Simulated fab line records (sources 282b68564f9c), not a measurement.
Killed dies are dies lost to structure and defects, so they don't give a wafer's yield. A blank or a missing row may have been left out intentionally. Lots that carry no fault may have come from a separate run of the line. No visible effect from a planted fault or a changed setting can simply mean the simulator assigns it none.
Struck lot and sound lot, side by side ; flow rit-cmos ; 28 out of 202 route steps
Sound: wafers L743.1, L743.2, L743.4. Wafers L741.3, L741.5, L741.6 were the ones struck. The cause is named last.
Each step with rows lists, per side, the tool, then ch with its chambers, then its first start. Under that, the readings that differ: sound wafers ; struck wafers ; difference of the means ; sigmas: that difference in standard deviations of wafers without a fault.
alike: readings with means less than 2 such deviations apart, plus words and numbers identical on both sides. not compared: withheld readings, readings lacking a value on some wafer, bounds such as >300 that could conceal the same value, and numbers that have no deviation in the record and whose values overlap.
A row with sigmas, a row that says differs or no value, or rows on one side alone: a step with any of these is where the two part. Numbers that have no deviation but don't overlap get no sigmas and don't part them. Lack of a reading on every wafer of one side parts them only where that side has two or more wafers.

RIT_ACTIVE_BOW_MEAS_00:
  sound on film-metro-04, day 5 14:00; struck on film-metro-04, day 5 04:02
  alike: INCOMING_BOW
RIT_ACTIVE_OXIDATION_01: target thk 46.8 nm, ox time 3360 s.
  sound on furnace-04 ch 0, day 5 15:14; struck on furnace-01 ch 0, day 5 04:07
reading;sound;struck;difference;sigmas
model.SiO2_of_ACTIVE_OXIDATION_01.thk-nm (nm);45.74 45.4 45.43;51.03 51.25 50.25;+5.32;
  alike: spike-tc-centre-C, zone-power-centre-pct
RIT_ACTIVE_THK_MEAS_02:
  sound on film-metro-01, day 5 17:10; struck on film-metro-03, day 5 06:04
reading;sound;struck;difference;sigmas
ACTIVE_OXIDE_THK (nm);45.7 45.4 45.4;51.0 51.2 50.2;+5.3;+5
then, 1 step without rows for these wafers: RIT_ACTIVE_CVD_03 (deposits Si3N4 from SiH2Cl2/NH3, target thk 150 nm, time 1500 s).
RIT_ACTIVE_THK_MEAS_04:
  sound on film-metro-04, day 5 18:38; struck on film-metro-04, day 5 07:33
  alike: ACTIVE_NITRIDE_THK
then, 6 steps without rows for these wafers: RIT_ACTIVE_HMDS_05 (prime time 60 s); RIT_ACTIVE_COAT_06 (resist thk 1000 nm); RIT_ACTIVE_SOFTBAKE_07 (time 60 s); RIT_ACTIVE_EXPOSE_08 (exposes mask M1, target cd 1400 nm); RIT_ACTIVE_PEB_09; RIT_ACTIVE_DEVELOP_10 (develop time 50 s).
RIT_ACTIVE_CD_MEAS_11 targets a cd of 1400 nm.
  sound on cd-sem-02, day 5 19:33; struck on cd-sem-02, day 5 08:29
  alike: cd-nm
then, 1 step without rows for these wafers: RIT_ACTIVE_HARDBAKE_12 (time 60 s).
RIT_ACTIVE_ETCH_13: etches Si3N4 in SF6, stops on SiO2, time 210 s, target depth 210 nm.
  sound on rie-diel-03 ch 0,1,3, day 5 19:49; struck on rie-diel-03 ch 1,2,3, day 5 08:43
  alike: drypump-motor-current-A, oes-product-au, throttle-valve-pct
  not compared: rf-hours-counter-h
RIT_ACTIVE_STRIP_14: strips in O2, time 180 s.
  sound on plasma-asher-01 ch 0,1, day 5 19:57; struck on plasma-asher-01 ch 0,1, day 5 08:54
  alike: drypump-motor-current-A
  not compared: rf-hours-counter-h
RIT_ACTIVE_CD_MEAS_90 targets a cd of 1400 nm.
  sound on cd-sem-02, day 5 20:08; struck on cd-sem-01, day 5 09:04
  alike: cd-nm
then, 4 steps without rows for these wafers: RIT_ACTIVE_CLEAN_15 (cleans in SC1, time 600 s); RIT_ACTIVE_CLEAN_16 (cleans in dHF, time 30 s); RIT_ACTIVE_CLEAN_17 (cleans in SC2, time 600 s); RIT_FOX1_OXIDATION_00 (target thk 350.7 nm, ox time 1130 s).
RIT_FOX1_THK_MEAS_01:
  sound on film-metro-02, day 5 21:56; struck on film-metro-02, day 5 11:43
  alike: FOX1_OXIDE_THK
then, 2 steps without rows for these wafers: RIT_FOX1_WET_ETCH_02 (etches SiO2 in BOE, target depth 350 nm, time 390 s); RIT_FOX2_OXIDATION_00 (target thk 350.7 nm, ox time 1130 s).
RIT_FOX2_THK_MEAS_01:
  sound on film-metro-01, day 5 23:26; struck on film-metro-03, day 5 13:28
reading;sound;struck;difference;sigmas
FOX2_OXIDE_THK (nm);343 352 346;370 369 369;+22;+3
then, 1 step without rows for these wafers: RIT_FOX2_CLEAN_02 (cleans in dHF, time 180 s).
RIT_FOX2_WET_ETCH_03: etches Si3N4 in H3PO4, target depth 195 nm, time 2700 s.
  sound on wet-bench-04 ch 0, day 5 23:34; struck on wet-bench-03 ch 0, day 5 13:34
reading;sound;struck;difference;sigmas
model.SiO2_of_ACTIVE_OXIDATION_01.thk-nm (nm);40.36 40.5 40.52;45.4 45.33 44.7;+4.7;
RIT_FOX2_THK_MEAS_90:
  sound on film-metro-02, day 6 00:19; struck on film-metro-03, day 5 14:20
reading;sound;struck;difference;sigmas
FIELD_OXIDE_LEFT_1_THK (nm);316 325 319;343 342 343;+23;+3
RIT_M1_PROBE_99:
  sound on prober-02, day 7 19:00; struck on prober-02, day 7 08:34
reading;sound;struck;difference;sigmas
model.etest.pldd.width-nm (nm);3190 3195 3196;3105 3087 3126;-88;
model.etest.nldd.width-nm (nm);3187 3192 3190;3100 3083 3121;-88;
  alike: killed-at-front-end, killed-dies, killed-open, killed-short

== WHERE THEY PART ==
At RIT_ACTIVE_THK_MEAS_02 first; at RIT_FOX2_THK_MEAS_90 last (within this record only). Later steps at which nothing parts them and some readings are alike: RIT_M1_PROBE_99.

WHY: whatever the simulator had introduced
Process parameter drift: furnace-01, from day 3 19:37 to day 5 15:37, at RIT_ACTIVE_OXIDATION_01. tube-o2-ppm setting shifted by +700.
